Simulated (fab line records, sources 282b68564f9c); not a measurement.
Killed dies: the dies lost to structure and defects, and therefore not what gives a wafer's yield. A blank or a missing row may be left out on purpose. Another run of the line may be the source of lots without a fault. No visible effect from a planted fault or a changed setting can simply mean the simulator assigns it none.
fab line records	flow ritCmos
[record] lots = 6	wafers = 18	lastDay = 7
route steps=202 shown FOX2@24 NWELL@28 M1@202
lots that met no fault: taken from a fault-free run of the same line
startH: hours from the record's opening day to when the first of the lot's shown wafers began	waitH: hours since the lot's step before	" the same as in the row above	L1.1+2: a single row standing in for several wafers	- no value, or no start given	* or withheld: withheld	< > ~ a bound
route shown NAME@n: NAME is a module with steps in the file, n the number in the route of the first one	usual: mean/standard deviation of fault-free wafers	same: alike in all rows	chamber/n: place in a boat	sites: the reading at each site	_std_site: their standard deviation	_edge_site: the outer-site mean with the inner-site mean subtracted	radiusMm: how far each site lies from the wafer's centre	mask NAME#n: copy n	behind: the most recent tool/chamber to have shaped the wafer	hold: what put the lot on hold/how long, in hours/how the hold closed	device: names the non-switching transistor (n, p or np)	end of line: the same wafers' tests at the end of the route	a step with no rows: only its recipe	killed: count of dies lost to structure and defects at first sort (not the wafer's yield)	map: a wafer's dies, marking killed ones x, the rest . and places with no die _
set.NAME: the setting that was run; set.NAME@STEP: the one run at that earlier step	model.NAME: the simulator's own value behind a step, which no gauge read
lots at selected steps of the route; one table per step, one row per wafer
services: the hour from which a tool's chamber was out of use, counted from the record's first day as startH (under 0 if before that day), plus the number of hours and why
[[steps]]
[step RIT_FOX2_THK_MEAS_01]
[recipe] reads = SiO2_of_FOX2_OXIDATION_00
[usual] FOX2_OXIDE_THK = 361/5.5
lot.wafer	tool	chamber	startH	waitH	FOX2_OXIDE_THK[nm]
L470.1	filmMetro-01	-	48.37	0.0	355
L470.2	"	-	"	"	359
L470.5	"	-	"	"	357
L474.2	filmMetro-04	-	68.38	0.0	362
L474.3	"	-	"	"	363
L474.4	"	-	"	"	355
L475.1	filmMetro-01	-	73.51	0.0	361
L475.4	"	-	"	"	357
L475.6	"	-	"	"	356
L476.1	filmMetro-04	-	79.72	0.0	363
L476.5	"	-	"	"	367
L476.6	"	-	"	"	370
L480.1	filmMetro-01	-	99.24	0.0	367
L480.5	"	-	"	"	366
L480.6	"	-	"	"	371
L485.2	filmMetro-04	-	123.44	0.0	365
L485.4	"	-	"	"	363
L485.5	"	-	"	"	369
[step RIT_FOX2_CLEAN_02]
[recipe] chemistry = dHF	dilution = 50:1	timeS = 180
[step RIT_FOX2_WET_ETCH_03]
[recipe] chemistry = H3PO4	target = Si3N4	targetDepthNm = 195	tempC = 165	timeS = 2700
[step RIT_FOX2_THK_MEAS_90]
[recipe] reads = SiO2_of_FOX2_OXIDATION_00
[usual] FIELD_OXIDE_LEFT_1_THK = 334/5.5
lot.wafer	tool	chamber	startH	waitH	FIELD_OXIDE_LEFT_1_THK[nm]
L470.1	filmMetro-02	-	49.24	0.0	328
L470.2	"	-	"	"	331
L470.5	"	-	"	"	329
L474.2	filmMetro-02	-	69.38	0.0	335
L474.3	"	-	"	"	335
L474.4	"	-	"	"	328
L475.1	filmMetro-02	-	74.45	0.0	334
L475.4	"	-	"	"	329
L475.6	"	-	"	"	329
L476.1	filmMetro-02	-	80.60	0.0	336
L476.5	"	-	"	"	340
L476.6	"	-	"	"	342
L480.1	filmMetro-04	-	100.11	0.0	340
L480.5	"	-	"	"	339
L480.6	"	-	"	"	344
L485.2	filmMetro-01	-	124.33	0.0	337
L485.4	"	-	"	"	335
L485.5	"	-	"	"	342
[step RIT_NWELL_HMDS_00]
[recipe] primeTimeS = 60	primeTempC = 140
[step RIT_NWELL_COAT_01]
[recipe] resist = NOVOLAK	spinRpm = 2000	resistThkNm = 1300
[step RIT_NWELL_SOFTBAKE_02]
[recipe] resist = NOVOLAK	tempC = 90	timeS = 60
[step RIT_NWELL_EXPOSE_03]
[recipe] maskId = M2	na = 0.57	targetCdNm = 43900	doseMj = 250
[step RIT_NWELL_PEB_04]
[recipe] resist = NOVOLAK	tempC = withheld	timeS = withheld
[step RIT_NWELL_DEVELOP_05]
[recipe] resist = NOVOLAK	developTimeS = 68	devTempC = 23
[step RIT_NWELL_OVL_MEAS_06]
[usual] NWELL_OVL = 0.4/1.2
lot.wafer	tool	chamber	startH	waitH	NWELL_OVL[nm]
L470.1	overlay-02	-	50.18	-	0.0
L470.2	"	-	"	"	-0.2
L470.5	"	-	"	"	-0.7
L474.2	overlay-01	-	70.32	-	-1.7
L474.3	"	-	"	"	-0.8
L474.4	"	-	"	"	-0.9
L475.1	overlay-02	-	75.39	-	0.4
L475.4	"	-	"	"	1.8
L475.6	"	-	"	"	-0.4
L476.1	overlay-02	-	81.68	-	-0.8
L476.5	"	-	"	"	2.1
L476.6	"	-	"	"	0.4
L480.1	overlay-02	-	101.18	-	0.5
L480.5	"	-	"	"	-1.7
L480.6	"	-	"	"	-0.3
L485.2	overlay-01	-	125.39	-	1.7
L485.4	"	-	"	"	-1.7
L485.5	"	-	"	"	1.3
[step RIT_NWELL_HARDBAKE_07]
[recipe] resist = NOVOLAK	tempC = 140	timeS = 120
[step RIT_NWELL_IMPLANT_08]
[recipe] species = P	energyKev = 170	doseCm2 = 4.877e+13	tiltDeg = 7
[usual] beamEnergyKeV = 170.01/0.056	doseIonsCm2 = 4.876e+13/5.8e+10	faradayCurrentUA = 155/3.2
lot.wafer	tool	chamber	startH	waitH	beamEnergyKeV	doseIonsCm2	faradayCurrentUA	model.implant.rpNm	model.implant.drpNm
L470.1	implanter-04	0	50.47	0.2	170.08	4.874e+13	152	212.1	68.82
L470.2	"	0	"	"	170.09	4.869e+13	150	212.1	68.82
L470.5	"	0	"	"	170.04	4.873e+13	154	212.1	68.82
L474.2	implanter-02	0	70.62	0.2	170.07	4.873e+13	153	212.5	68.82
L474.3	"	0	"	"	170.03	4.874e+13	150	212.5	68.82
L474.4	"	0	"	"	170.06	4.868e+13	153	212.5	68.82
L475.1	implanter-02	0	75.68	0.2	176.37	4.879e+13	149	225.5	70.74
L475.4	"	0	"	"	176.34	4.878e+13	149	225.5	70.74
L475.6	"	0	"	"	176.40	4.876e+13	156	225.5	70.74
L476.1	implanter-02	0	81.96	0.2	176.36	4.869e+13	157	222.6	70.74
L476.5	"	0	"	"	176.31	4.862e+13	160	222.6	70.74
L476.6	"	0	"	"	176.24	4.873e+13	154	222.6	70.74
L480.1	implanter-03	0	101.47	0.2	170.06	4.874e+13	152	204.4	68.82
L480.5	"	0	"	"	169.96	4.875e+13	155	204.4	68.82
L480.6	"	0	"	"	170.09	4.878e+13	154	204.4	68.82
L485.2	implanter-03	0	125.70	0.2	169.91	4.876e+13	154	211.7	68.82
L485.4	"	0	"	"	170.01	4.862e+13	153	211.7	68.82
L485.5	"	0	"	"	170.05	4.868e+13	150	211.7	68.82
[step RIT_NWELL_STRIP_09]
[recipe] chemistry = O2	timeS = 180	resist = NOVOLAK	platenTempC = withheld	powerW = 500	pressureMtorr = 4000	o2FlowSccm = 4000
[usual] drypumpMotorCurrentA = 5.8/0.39
lot.wafer	tool	chamber	startH	waitH	drypumpMotorCurrentA	rfHoursCounterH
L470.1	plasmaAsher-03	0	50.62	0.1	6.1	28
L470.2	"	1	"	"	5.7	28
L470.5	"	1	"	"	5.7	-
L474.2	plasmaAsher-04	1	70.75	0.1	5.3	43
L474.3	"	0	"	"	6.3	-
L474.4	"	1	"	"	5.3	-
L475.1	plasmaAsher-04	0	75.83	0.1	6.3	43
L475.4	"	0	"	"	6.3	-
L475.6	"	1	"	"	5.3	-
L476.1	plasmaAsher-04	0	82.11	0.1	6.3	44
L476.5	"	1	"	"	5.3	-
L476.6	"	0	"	"	6.3	-
L480.1	plasmaAsher-04	0	101.62	0.1	6.3	46
L480.5	"	0	"	"	6.3	-
L480.6	"	1	"	"	5.3	-
L485.2	plasmaAsher-01	1	125.82	0.1	5.2	1
L485.4	"	1	"	"	5.2	-
L485.5	"	1	"	"	5.3	-
[step RIT_M1_PROBE_99]
[usual] killedAtContacts = 0.1/0.29	killedAtFrontEnd = 6.3/2.8	killedDies = 6.4/2.8	killedOpen = 3.3/1.7	killedShort = 3.1/1.9
[same] grossDies = 264	killed_at_M0_to_M3 = 0	killed_at_M4_up = 0	killedAtBackSide = 0	killedAtOther = 0
lot.wafer	tool	chamber	startH	waitH	killedAtContacts	killedAtFrontEnd	killedDies	killedOpen	killedShort	model.etest.fieldPMetal.vtV	model.etest.fieldP.vtV
L470.1	prober-01	-	87.05	0.1	0	2	2	2	0	-29.22	-12.58
L470.2	prober-01	-	87.10	0.1	0	4	4	3	1	-28.59	-12.55
L470.5	prober-01	-	87.25	0.2	0	6	6	3	3	-29.09	-12.53
L474.2	prober-01	-	107.41	0.1	0	9	9	4	5	-27.63	-12.47
L474.3	prober-01	-	107.46	0.2	1	13	14	5	9	-28.27	-12.51
L474.4	prober-01	-	107.51	0.2	1	5	6	3	3	-28.21	-12.41
L475.1	prober-02	-	112.70	0.1	1	7	8	3	4	-29.73	-13.44
L475.4	prober-02	-	112.85	0.2	0	6	6	6	0	-30.55	-13.34
L475.6	prober-02	-	112.95	0.2	1	3	4	2	1	-30.65	-13.4
L476.1	prober-01	-	119.21	0.1	0	6	6	3	3	-29.45	-13.21
L476.5	prober-01	-	119.41	0.2	0	6	6	3	3	-29.73	-13.25
L476.6	prober-01	-	119.46	0.2	0	6	6	3	3	-29.1	-13.14
L480.1	prober-01	-	136.49	0.1	0	5	5	4	1	-27.98	-12.44
L480.5	prober-01	-	136.69	0.2	0	3	3	3	0	-28.46	-12.46
L480.6	prober-01	-	136.74	0.2	0	4	4	1	3	-28.35	-12.48
L485.2	prober-02	-	161.43	0.1	0	2	2	2	0	-28.57	-12.7
L485.4	prober-02	-	161.53	0.2	0	6	6	3	3	-28.63	-12.53
L485.5	prober-02	-	161.58	0.2	0	4	4	3	1	-28.63	-12.66
// killed by level:class
L470.1 GATE:geometricParticle:open=1 SILICIDE:geometricParticle:open=1
L470.2 FOX2:geometricParticle:open=2 GATE:geometricParticle:short=1 REOX:geometricParticle:open=1
L470.5 GATE:geometricParticle:short=2 FOX1:geometricParticle:short=1 FOX2:geometricParticle:open=1 SPACER:geometricParticle:open=1 SILICIDE:geometricParticle:open=1
L474.2 GATE:geometricParticle:open=3 GATE:geometricParticle:short=2 SPACER:geometricParticle:short=2 REOX:geometricParticle:open=1 SILICIDE:geometricParticle:short=1
L474.3 GATE:geometricParticle:short=5 REOX:geometricParticle:short=3 FOX1:geometricParticle:open=2 SILICIDE:geometricParticle:open=2 CONTACT:geometricParticle:open=1 SILICIDE:geometricParticle:short=1
L474.4 SILICIDE:geometricParticle:short=2 FOX1:geometricParticle:open=1 GATE:geometricParticle:open=1 SILICIDE:geometricParticle:open=1 CONTACT:geometricParticle:short=1
L475.1 REOX:geometricParticle:open=2 REOX:geometricParticle:short=2 FOX1:geometricParticle:open=1 GATE:geometricParticle:short=1 SILICIDE:geometricParticle:short=1 CONTACT:coatMicrobubblePrinted=1
L475.4 REOX:geometricParticle:open=3 FOX1:geometricParticle:open=1 FOX2:geometricParticle:open=1 GATE:geometricParticle:open=1
L475.6 GATE:geometricParticle:short=1 REOX:geometricParticle:open=1 SILICIDE:geometricParticle:open=1 CONTACT:coatMicrobubblePrinted=1
L476.1 FOX1:geometricParticle:short=3 REOX:geometricParticle:open=2 GATE:geometricParticle:open=1
L476.5 REOX:geometricParticle:open=2 SPACER:geometricParticle:short=2 GATE:geometricParticle:short=1 SPACER:geometricParticle:open=1
L476.6 REOX:geometricParticle:open=2 GATE:geometricParticle:short=1 REOX:geometricParticle:short=1 SPACER:geometricParticle:short=1 SPACER:geometricParticle:open=1
L480.1 FOX1:geometricParticle:open=1 GATE:geometricParticle:open=1 GATE:geometricParticle:short=1 REOX:geometricParticle:open=1 SILICIDE:geometricParticle:open=1
L480.5 FOX2:geometricParticle:open=1 GATE:geometricParticle:open=1 REOX:geometricParticle:open=1
L480.6 REOX:geometricParticle:short=2 GATE:geometricParticle:short=1 GATE:geometricParticle:open=1
L485.2 SPACER:geometricParticle:open=2
L485.4 SPACER:geometricParticle:short=2 ACTIVE:geometricParticle:open=1 GATE:geometricParticle:short=1 REOX:geometricParticle:open=1 SILICIDE:geometricParticle:open=1
L485.5 FOX1:geometricParticle:open=1 GATE:geometricParticle:short=1 GATE:geometricParticle:open=1 SPACER:geometricParticle:open=1
[[services]]
tool	chamber	startH	hours	kind
plasmaAsher-04	-	40.20	13.1	repair
implanter-02	-	56.59	8.4	repair
implanter-03	-	63.28	2.1	repair
plasmaAsher-03	-	71.77	2.8	pm
implanter-02	-	76.25	2.2	repair
plasmaAsher-04	-	83.19	3.2	repair
implanter-02	-	100.83	1.0	repair
plasmaAsher-01	-	108.75	9.0	pm
plasmaAsher-01	0	108.75	9.0	ventCycle
plasmaAsher-01	1	108.75	9.0	ventCycle
plasmaAsher-01	0	117.75	-	clean
plasmaAsher-01	1	117.75	-	clean
[[key]]
[firstSign] step = RIT_NWELL_IMPLANT_08	reading = beamEnergyKeV	direction = up	sigmas = 99+	usual = 170.01	struck = 176.33
effect none on later readings
[modelEffect] step = RIT_NWELL_IMPLANT_08	value = implant.rpNm	without = 215.8	struck = 224.1
[modelEffect] step = RIT_M1_PROBE_99	value = etest.fieldPMetal.vtV	without = -28.68	struck = -29.87
metAt RIT_NWELL_IMPLANT_08
struckWafers L475.1,L475.4,L475.6,L476.1,L476.5,L476.6
testerLeftOut L475,L476
onsetBetween 70.62 75.68
[fault] kind = processParameterDrift	tool = implanter-02	chamber = -	onsetH = 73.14	steps = RIT_NWELL_IMPLANT_08	channel = energyKev	offset = 6.307	shape = step	endH = 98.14	actsIn = theseRecipesOnly	stated = 170
// testerLeftOut: of these lots the tester's yield and bins aren't shown, on N5 and GAA mostly nor the transistor test; their killed dies are dies lost to structure and defects alone, not to doping, threshold or leakage, so they don't give the yield
